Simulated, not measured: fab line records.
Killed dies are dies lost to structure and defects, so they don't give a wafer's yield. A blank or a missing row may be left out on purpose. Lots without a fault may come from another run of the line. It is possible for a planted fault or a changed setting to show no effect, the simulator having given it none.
Problem report, 8D (eight disciplines) form, completed by code :: flow berkeley_cmos170 :: the parts of the form that need people (team, actions taken, sign-off) are left out

== 1. THE ISSUE ==
tube_center_temp_C at UCB170_GATE_ANNEAL_03 reads a mean of 862.50 C on 9 wafers of 3 lots; wafers without a fault read 899.99 C with a standard deviation of 0.08. That is -99 or more standard deviations from the usual mean.
The step: time 1800 s.
First seen on wafer L859.1, day 8 15:14, on furnace-01. At this step, 21 wafers from 7 lots have a number in the record. Rule for "out", or "out of limits": more than 4 standard deviations from the usual mean. All remaining wafers that have a number are taken as sound.

== 2. WHAT IT IS; WHAT IT IS NOT ==
question: which readings at this step
is: tube_center_temp_C, spike_tc_centre_C, spike_tc_load_C, spike_tc_source_C, tube_center_temp_C_max
is not: -

question: which lots
is: L859, L860, L862
is not: L853, L863, L865, L868

question: which wafers of those lots
is: all that have a number
is not: -

question: read on which tools
is: furnace-01
is not: furnace-02, furnace-03

question: when
is: from day 8 15:14
is not: up to then (3 sound wafers); but 9 sound wafers of L863, L865, L868 came after

== 3. THE SUSPECTS, EACH WITH WHAT RULES IT OUT ==
Counting: a tool stays on the suspect list if, at a process step up to the reading, it processed all lots that are out and no sound lot following the first of them.
- furnace-01 at UCB170_GATE_ANNEAL_03 (time 1800 s): kept. It ran every lot that is out, first L859 (day 8 15:14), and no sound lot after that. Out on those wafers are its own readings of spike_tc_centre_C, spike_tc_load_C, spike_tc_source_C, tube_center_temp_C, tube_center_temp_C_max.
After counting, what remains is furnace-01 at UCB170_GATE_ANNEAL_03.

== 4. THE CAUSE (what the simulator had put in) ==
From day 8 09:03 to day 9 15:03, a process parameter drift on furnace-01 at UCB170_GATE_ANNEAL_03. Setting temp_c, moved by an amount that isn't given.
After counting, this tool was the only one left.

== 5. SEQUENCE OF EFFECTS, ordered by route ==
Each row: a reading whose mean over the struck wafers that have a number lies more than 3 standard deviations from the usual. Only readings for which the record gives a usual standard deviation are gone through. hours: the time from each lot's start at the first step in this table that gives one to its start at this step, as a median over the lots. sigmas: the change in usual standard deviations.
hours: 0
step: UCB170_GATE_ANNEAL_03
reading: spike_tc_centre_C
usual: 902.7 C
on struck wafers: 864.1
change: -38.6
sigmas: -24

hours: 0
step: UCB170_GATE_ANNEAL_03
reading: spike_tc_load_C
usual: 925.2 C
on struck wafers: 890.9
change: -34.3
sigmas: -12

hours: 0
step: UCB170_GATE_ANNEAL_03
reading: spike_tc_source_C
usual: 922.7 C
on struck wafers: 886.3
change: -36.4
sigmas: -17

hours: 0
step: UCB170_GATE_ANNEAL_03
reading: tube_center_temp_C
usual: 899.99 C
on struck wafers: 862.50
change: -37.49
sigmas: -99 or more

hours: 0
step: UCB170_GATE_ANNEAL_03
reading: tube_center_temp_C_max
usual: 902.4
on struck wafers: 864.8
change: -37.6
sigmas: -83
Process steps it contains:
- UCB170_GATE_ANNEAL_03: time 1800 s.

== 6. WHAT WOULD HAVE CAUGHT IT SOONER ==
First out-of-limits reading in this record: day 8 15:14, which is 6 hours after fault onset at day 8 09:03.
